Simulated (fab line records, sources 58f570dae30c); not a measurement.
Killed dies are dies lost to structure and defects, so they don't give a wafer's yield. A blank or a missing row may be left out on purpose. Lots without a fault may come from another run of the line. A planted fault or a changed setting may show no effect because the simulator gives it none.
One fault seen from 2 desks | flow berkeley_cmos170 | each desk has only its own numbers; what lay behind them comes last

THE TOOL OWNER'S DESK: rie_metal-02
The tool's own readings at UCB170_M3_METAL_ETCH_18 (etches Al in Cl2/BCl3, stops on SiO2, target depth 1170 nm, time 195 s): means of the sampled wafers that have a number, for each lot that ran on this tool. A lot is out of limits, marked OUT, if its mean lies more than 4 standard deviations from the usual mean; the brackets give that distance.
Columns: A = drypump_motor_current_A at UCB170_M3_METAL_ETCH_18, usual 5.46 A; B = oes_product_au at UCB170_M3_METAL_ETCH_18, usual 0.848 a.u.; C = throttle_valve_pct at UCB170_M3_METAL_ETCH_18, usual 24.4 %
lot  | first seen here | A    | B               | C
L369 | day 8 23:05     | 5.75 | 0.847           | 24.4
L373 | day 9 11:32     | 5.69 | 0.843           | 24.5
L375 | day 9 22:11     | 5.76 | 0.842           | 24.4
L380 | day 11 10:17    | 5.81 | 1.030 (+13) OUT | 24.3
L386 | day 12 10:24    | 5.70 | 0.902           | 24.4
This desk's finding: out of limits on L380; first on L380, day 11 10:17 (oes_product_au at UCB170_M3_METAL_ETCH_18). In limits: L369, L373, L375, L386.

THE METROLOGY DESK
What the gauges read, lot by lot, whatever tool the lot ran on: means of the sampled wafers that have a number. A lot is out of limits, marked OUT, if its mean lies more than 4 standard deviations from the usual mean; the brackets give that distance.
Columns: A = cd_nm at UCB170_M3_CD_MEAS_90, usual 701 nm
lot  | first seen here | A
L371 | day 8 23:07     | 700
L368 | day 8 23:08     | 702
L369 | day 8 23:22     | 700
L370 | day 8 23:29     | 699
L373 | day 9 11:53     | 700
L374 | day 9 14:13     | 698
L375 | day 9 22:28     | 701
L379 | day 10 13:27    | 703
L380 | day 11 10:35    | 715
L386 | day 12 10:41    | 706
L390 | day 12 14:29    | 698
L389 | day 12 15:33    | 702
L388 | day 12 16:05    | 698
L391 | day 12 21:31    | 707
This desk's finding: nothing out of limits on any of the 14 lots.

PUT TOGETHER
The tool owner's desk could have raised an alarm at day 11 10:17, on L380.
The metrology desk saw nothing out of limits.
The metrology desk has L380 on record, within its limits.
Of the lots named, all ran UCB170_M3_METAL_ETCH_18 on rie_metal-02.

WHAT THE SIMULATOR HAD PUT IN
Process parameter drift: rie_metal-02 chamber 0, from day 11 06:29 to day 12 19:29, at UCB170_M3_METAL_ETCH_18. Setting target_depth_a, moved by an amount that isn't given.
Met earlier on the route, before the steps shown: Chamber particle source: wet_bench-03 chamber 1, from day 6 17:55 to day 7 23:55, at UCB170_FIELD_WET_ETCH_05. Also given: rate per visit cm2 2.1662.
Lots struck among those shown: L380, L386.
Hours from the fault's start to each desk's first reading out of limits: the tool owner's desk, 4.
